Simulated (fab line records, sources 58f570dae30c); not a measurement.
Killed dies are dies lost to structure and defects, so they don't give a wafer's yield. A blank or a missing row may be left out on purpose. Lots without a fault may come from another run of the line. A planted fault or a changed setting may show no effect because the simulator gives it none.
Tool commonality check | flow berkeley_cmos170 | 14 lots, 42 wafers sampled

WHY IT WAS OPENED
At UCB170_NLDD_TW_MEAS_11 the reading NLDD_TW is flagged on 2 of 14 lots. Wafers without a fault read 2205, standard deviation 22.
Rule: a lot is flagged when every wafer of it that has a number lies more than 4 standard deviations from that mean, or none has a number. The other lots count as sound.

lot  | measured     | on            | NLDD_TW, wafer by wafer | flag
L228 | day 7 08:34  | film_metro-03 | 2199 2218 2205          |
L230 | day 7 18:39  | film_metro-01 | 2160 2173 2177          |
L229 | day 7 18:54  | film_metro-01 | 2167 2174 2166          |
L231 | day 8 06:58  | film_metro-03 | 2217 2223 2215          |
L233 | day 8 07:32  | film_metro-02 | 2199 2208 2201          |
L232 | day 8 07:46  | film_metro-01 | 2053 2059 2065          | FLAGGED
L235 | day 8 22:07  | film_metro-03 | 2216 2215 2212          |
L234 | day 8 22:50  | film_metro-02 | 2099 2107 2098          | FLAGGED
L244 | day 10 16:10 | film_metro-02 | 2213 2208 2217          |
L245 | day 11 05:16 | film_metro-01 | 2193 2208 2190          |
L247 | day 11 06:17 | film_metro-02 | 2240 2234 2239          |
L249 | day 11 19:48 | film_metro-02 | 2227 2240 2226          |
L250 | day 11 20:47 | film_metro-02 | 2239 2244 2226          |
L251 | day 11 20:55 | film_metro-01 | 2198 2185 2193          |
The numbers of the flagged lots are 2080 on average: -125 against the usual, or -6 standard deviations.

WHICH TOOL RAN EACH LOT
The record holds 1 process step before the reading, out of a route of 331 steps. In each cell: the tool, then ch and the chambers that the sampled wafers went through, then the start.
lot  | flag    | UCB170_NLDD_IMPLANT_09
L228 |         | implanter-04 ch 0, day 7 08:19
L230 |         | implanter-04 ch 0, day 7 18:24
L229 |         | implanter-01 ch 0, day 7 18:40
L231 |         | implanter-01 ch 0, day 8 06:41
L233 |         | implanter-03 ch 0, day 8 07:19
L232 | FLAGGED | implanter-01 ch 0, day 8 07:31
L235 |         | implanter-03 ch 0, day 8 21:52
L234 | FLAGGED | implanter-01 ch 0, day 8 22:35
L244 |         | implanter-04 ch 0, day 10 15:55
L245 |         | implanter-04 ch 0, day 11 05:03
L247 |         | implanter-04 ch 0, day 11 06:02
L249 |         | implanter-03 ch 0, day 11 19:34
L250 |         | implanter-04 ch 0, day 11 20:32
L251 |         | implanter-01 ch 0, day 11 20:40
What these steps do:
- UCB170_NLDD_IMPLANT_09
- UCB170_NLDD_TW_MEAS_11

FLAGGED OVER TOTAL, TOOL BY TOOL (the gauges that took the reading come last)
step                   | tool          | lots run | flagged | share of the flagged lots | sound lots run after its first flagged lot
UCB170_NLDD_IMPLANT_09 | implanter-01  | 5        | 2       | all                       | 1 (L251)
UCB170_NLDD_IMPLANT_09 | implanter-03  | 3        | 0       | none                      | -
UCB170_NLDD_IMPLANT_09 | implanter-04  | 6        | 0       | none                      | -
UCB170_NLDD_TW_MEAS_11 | film_metro-01 | 5        | 1       | some                      | 2 (L245,L251)
UCB170_NLDD_TW_MEAS_11 | film_metro-02 | 6        | 1       | some                      | 4 (L244,L247,L249,L250)
UCB170_NLDD_TW_MEAS_11 | film_metro-03 | 3        | 0       | none                      | -

WHAT THE TABLE ALLOWS
1 row of the table ran every flagged lot: implanter-01 at UCB170_NLDD_IMPLANT_09.
- implanter-01 at UCB170_NLDD_IMPLANT_09: 2 of its 5 lots flagged. Sound lots ran on it after the first flagged one (L251), which a lasting fault on the whole tool wouldn't allow. Its own readings lie more than 4 standard deviations out on every wafer of the flagged lots: tilt_deg.
No row of the table ran every flagged lot and no sound lot after the first.

WHAT THE SIMULATOR HAD PUT IN
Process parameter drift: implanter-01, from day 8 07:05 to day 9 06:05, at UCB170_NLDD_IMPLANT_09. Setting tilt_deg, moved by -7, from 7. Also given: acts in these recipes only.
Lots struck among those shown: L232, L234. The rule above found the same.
